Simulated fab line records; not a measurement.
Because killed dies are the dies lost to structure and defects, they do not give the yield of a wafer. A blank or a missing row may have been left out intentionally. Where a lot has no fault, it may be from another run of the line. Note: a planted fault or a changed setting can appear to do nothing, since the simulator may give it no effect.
Which tool is to blame? :: flow berkeley-cmos170 :: 14 lots with 42 wafers sampled at 5 steps, on a route of 331 steps

WHAT THE GAUGES SHOWED, per wafer
UCB170_NLDD_TW_MEAS_11. Usual: NLDD_TW 2221, standard deviation 11.
lot: L651
measured: day 6 20:52
on: film-metro-02
NLDD_TW: 2208 2193 2202
flag: 

lot: L649
measured: day 6 21:43
on: film-metro-02
NLDD_TW: 2207 2198 2207
flag: 

lot: L650
measured: day 6 21:50
on: film-metro-01
NLDD_TW: 2219 2233 2230
flag: 

lot: L653
measured: day 7 21:46
on: film-metro-01
NLDD_TW: 2222 2226 2227
flag: 

lot: L654
measured: day 7 22:44
on: film-metro-01
NLDD_TW: 2219 2232 2214
flag: 

lot: L655
measured: day 7 23:55
on: film-metro-01
NLDD_TW: 2213 2215 2222
flag: 

lot: L652
measured: day 8 00:11
on: film-metro-02
NLDD_TW: 2202 2195 2214
flag: 

lot: L661
measured: day 9 09:11
on: film-metro-04
NLDD_TW: 2227 2229 2231
flag: 

lot: L659
measured: day 9 09:51
on: film-metro-01
NLDD_TW: 2230 2218 2210
flag: 

lot: L660
measured: day 9 10:10
on: film-metro-04
NLDD_TW: 2230 2226 2239
flag: 

lot: L666
measured: day 10 05:47
on: film-metro-01
NLDD_TW: 2222 2233 2221
flag: 

lot: L665
measured: day 10 06:46
on: film-metro-01
NLDD_TW: 2221 2222 2228
flag: 

lot: L667
measured: day 10 07:16
on: film-metro-01
NLDD_TW: 2222 2215 2221
flag: 

lot: L668
measured: day 10 21:19
on: film-metro-01
NLDD_TW: 2225 2223 2221
flag: 

UCB170_M2_OVL_MEAS_16. Usual: M2_OVL 0 nm, standard deviation 4.8.
lot: L651
measured: day 8 02:16
on: overlay-02
M2_OVL (nm): 1 7 1
flag: 

lot: L649
measured: day 8 02:04
on: overlay-01
M2_OVL (nm): -8 -5 -6
flag: 

lot: L650
measured: day 8 02:29
on: overlay-01
M2_OVL (nm): 6 -1 1
flag: 

lot: L653
measured: day 8 22:09
on: overlay-02
M2_OVL (nm): -2 1 -1
flag: 

lot: L654
measured: day 9 03:51
on: overlay-02
M2_OVL (nm): -4 -2 -5
flag: 

lot: L655
measured: day 9 03:07
on: overlay-02
M2_OVL (nm): -6 -11 -4
flag: 

lot: L652
measured: day 9 03:32
on: overlay-01
M2_OVL (nm): -1 -3 -9
flag: 

lot: L661
measured: day 10 21:59
on: overlay-01
M2_OVL (nm): 10 3 3
flag: 

lot: L659
measured: day 10 22:11
on: overlay-01
M2_OVL (nm): 6 2 6
flag: 

lot: L660
measured: day 10 23:09
on: overlay-01
M2_OVL (nm): 6 3 3
flag: 

lot: L666
measured: day 11 13:05
on: overlay-02
M2_OVL (nm): -4 0 4
flag: 

lot: L665
measured: day 11 12:26
on: overlay-02
M2_OVL (nm): 1 1 -1
flag: 

lot: L667
measured: day 11 13:02
on: overlay-01
M2_OVL (nm): -10 -4 -10
flag: 

lot: L668
measured: day 12 02:47
on: overlay-02
M2_OVL (nm): 2 7 -2
flag: 

UCB170_V2_THK_MEAS_01. Usual: V2_TEOS_THK 1999 nm, standard deviation 22.
lot: L651
measured: day 8 02:55
on: film-metro-03
V2_TEOS_THK (nm): 1971 1957 1969
flag: 

lot: L649
measured: day 8 02:44
on: film-metro-02
V2_TEOS_THK (nm): 1972 2008 2026
flag: 

lot: L650
measured: day 8 03:08
on: film-metro-01
V2_TEOS_THK (nm): 1995 2020 1999
flag: 

lot: L653
measured: day 8 22:48
on: film-metro-01
V2_TEOS_THK (nm): 2020 2013 2014
flag: 

lot: L654
measured: day 9 04:29
on: film-metro-02
V2_TEOS_THK (nm): 2004 2014 2052
flag: 

lot: L655
measured: day 9 03:46
on: film-metro-03
V2_TEOS_THK (nm): 2006 2016 2013
flag: 

lot: L652
measured: day 9 04:22
on: film-metro-03
V2_TEOS_THK (nm): 1994 1986 2002
flag: 

lot: L661
measured: day 10 22:38
on: film-metro-02
V2_TEOS_THK (nm): 2004 2023 2020
flag: 

lot: L659
measured: day 10 23:11
on: film-metro-03
V2_TEOS_THK (nm): 3980 3961 3969
flag: OFF

lot: L660
measured: day 11 00:08
on: film-metro-01
V2_TEOS_THK (nm): 4009 3972 4028
flag: OFF

lot: L666
measured: day 11 13:44
on: film-metro-03
V2_TEOS_THK (nm): 1987 2001 2030
flag: 

lot: L665
measured: day 11 13:08
on: film-metro-01
V2_TEOS_THK (nm): 1997 1994 2006
flag: 

lot: L667
measured: day 11 13:41
on: film-metro-01
V2_TEOS_THK (nm): 2026 2024 2015
flag: 

lot: L668
measured: day 12 03:26
on: film-metro-03
V2_TEOS_THK (nm): 1996 1997 2010
flag: 

WHICH TOOL RAN EACH LOT (tool, then ch and the chambers of the sampled wafers, then the start)
lot: L651
UCB170_SDANNEAL_RTA_00: rtp-anneal-02 ch 0, day 7 07:12
UCB170_V2_CVD_00: pecvd-01 ch 0,1,2, day 8 02:45

lot: L649
UCB170_SDANNEAL_RTA_00: rtp-anneal-01 ch 0, day 7 07:31
UCB170_V2_CVD_00: pecvd-04 ch 0,2, day 8 02:34

lot: L650
UCB170_SDANNEAL_RTA_00: rtp-anneal-01 ch 0, day 7 07:42
UCB170_V2_CVD_00: pecvd-04 ch 0,2, day 8 02:59

lot: L653
UCB170_SDANNEAL_RTA_00: rtp-anneal-02 ch 0, day 8 06:53
UCB170_V2_CVD_00: pecvd-01 ch 0,1,2, day 8 22:41

lot: L654
UCB170_SDANNEAL_RTA_00: rtp-anneal-01 ch 0, day 8 07:27
UCB170_V2_CVD_00: pecvd-04 ch 0,2, day 9 04:19

lot: L655
UCB170_SDANNEAL_RTA_00: rtp-anneal-02 ch 0, day 8 07:27
UCB170_V2_CVD_00: pecvd-04 ch 0,1,2, day 9 03:36

lot: L652
UCB170_SDANNEAL_RTA_00: rtp-anneal-01 ch 0, day 8 08:07
UCB170_V2_CVD_00: pecvd-01 ch 1,2, day 9 04:12

lot: L661
UCB170_SDANNEAL_RTA_00: rtp-anneal-02 ch 0, day 9 21:26
UCB170_V2_CVD_00: pecvd-03 ch 0,2, day 10 22:27

lot: L659
UCB170_SDANNEAL_RTA_00: rtp-anneal-01 ch 0, day 9 21:45
UCB170_V2_CVD_00: pecvd-01 ch 0,1,2, day 10 22:45

lot: L660
UCB170_SDANNEAL_RTA_00: rtp-anneal-02 ch 0, day 9 22:11
UCB170_V2_CVD_00: pecvd-04 ch 1,2, day 10 23:38

lot: L666
UCB170_SDANNEAL_RTA_00: rtp-anneal-01 ch 0, day 10 15:47
UCB170_V2_CVD_00: pecvd-04 ch 0,1,2, day 11 13:37

lot: L665
UCB170_SDANNEAL_RTA_00: rtp-anneal-02 ch 0, day 10 15:56
UCB170_V2_CVD_00: pecvd-04 ch 0,1,2, day 11 12:56

lot: L667
UCB170_SDANNEAL_RTA_00: rtp-anneal-01 ch 0, day 10 16:12
UCB170_V2_CVD_00: pecvd-03 ch 0,1,2, day 11 13:35

lot: L668
UCB170_SDANNEAL_RTA_00: rtp-anneal-01 ch 0, day 11 09:58
UCB170_V2_CVD_00: pecvd-01 ch 0,1,2, day 12 03:16
- UCB170_SDANNEAL_RTA_00: time 10.32 s.
- UCB170_V2_CVD_00: deposits SiO2 from TEOS/O2, target thk 2000 nm, time 250 s.

WHAT THE TOOLS THEMSELVES READ (means of the sampled wafers that have a number; where no wafer has one, the mark that the record gives instead)
UCB170_SDANNEAL_RTA_00. Usual: lamp-power-pct 27.7 %, standard deviation 2; wafer_temp_C_max 903.9, standard deviation 0.9.
lot: L651
tool: rtp-anneal-02
lamp-power-pct (%): 25.5
wafer_temp_C_max: 902.8
flag: 

lot: L649
tool: rtp-anneal-01
lamp-power-pct (%): 29.6
wafer_temp_C_max: 903.9
flag: 

lot: L650
tool: rtp-anneal-01
lamp-power-pct (%): 29.6
wafer_temp_C_max: 903.7
flag: 

lot: L653
tool: rtp-anneal-02
lamp-power-pct (%): 25.5
wafer_temp_C_max: 903.6
flag: 

lot: L654
tool: rtp-anneal-01
lamp-power-pct (%): 29.6
wafer_temp_C_max: 904.3
flag: 

lot: L655
tool: rtp-anneal-02
lamp-power-pct (%): 25.5
wafer_temp_C_max: 903.7
flag: 

lot: L652
tool: rtp-anneal-01
lamp-power-pct (%): 29.5
wafer_temp_C_max: 903.9
flag: 

lot: L661
tool: rtp-anneal-02
lamp-power-pct (%): 25.6
wafer_temp_C_max: 904.2
flag: 

lot: L659
tool: rtp-anneal-01
lamp-power-pct (%): 29.6
wafer_temp_C_max: 904.3
flag: 

lot: L660
tool: rtp-anneal-02
lamp-power-pct (%): 25.5
wafer_temp_C_max: 902.8
flag: 

lot: L666
tool: rtp-anneal-01
lamp-power-pct (%): 29.6
wafer_temp_C_max: 903.7
flag: 

lot: L665
tool: rtp-anneal-02
lamp-power-pct (%): 25.5
wafer_temp_C_max: 903.2
flag: 

lot: L667
tool: rtp-anneal-01
lamp-power-pct (%): 29.6
wafer_temp_C_max: 903.6
flag: 

lot: L668
tool: rtp-anneal-01
lamp-power-pct (%): 29.6
wafer_temp_C_max: 904.2
flag: 

UCB170_V2_CVD_00. Usual: heater-power-w reads 258 W (standard deviation 64).
lot: L651
tool: pecvd-01
heater-power-w (W): 302
flag: 

lot: L649
tool: pecvd-04
heater-power-w (W): 205
flag: 

lot: L650
tool: pecvd-04
heater-power-w (W): 170
flag: 

lot: L653
tool: pecvd-01
heater-power-w (W): 241
flag: 

lot: L654
tool: pecvd-04
heater-power-w (W): 177
flag: 

lot: L655
tool: pecvd-04
heater-power-w (W): 198
flag: 

lot: L652
tool: pecvd-01
heater-power-w (W): 256
flag: 

lot: L661
tool: pecvd-03
heater-power-w (W): 280
flag: 

lot: L659
tool: pecvd-01
heater-power-w (W): 270
flag: 

lot: L660
tool: pecvd-04
heater-power-w (W): 222
flag: 

lot: L666
tool: pecvd-04
heater-power-w (W): 200
flag: 

lot: L665
tool: pecvd-04
heater-power-w (W): 198
flag: 

lot: L667
tool: pecvd-03
heater-power-w (W): 254
flag: 

lot: L668
tool: pecvd-01
heater-power-w (W): 266
flag: 

THE ANSWER, worked out from the rows above alone
Rule: take the mean of a lot's wafers that have a number; if it is more than 3 standard deviations from the usual mean, the lot is off. A lot without any number at a reading at which 4 lots or more have one is off too. All remaining lots with rows at the step are treated as sound. After the gauges, taken in route order, come the tools' own readings; for these a lot's mean is taken, as printed above. The first step at which some lot is off is used, and at that step the reading that is off furthest; a lot without a number counts as furthest.
Off: L659, L660, at UCB170_V2_THK_MEAS_01 (V2_TEOS_THK).
A tool fits if, at a process step before that reading, it ran every lot that is off, and no sound lot after the first of them. Gauges at UCB170_V2_THK_MEAS_01: tried the same way as those tools. Of those tried, none fits.

WHAT THE SIMULATOR HAD PUT IN
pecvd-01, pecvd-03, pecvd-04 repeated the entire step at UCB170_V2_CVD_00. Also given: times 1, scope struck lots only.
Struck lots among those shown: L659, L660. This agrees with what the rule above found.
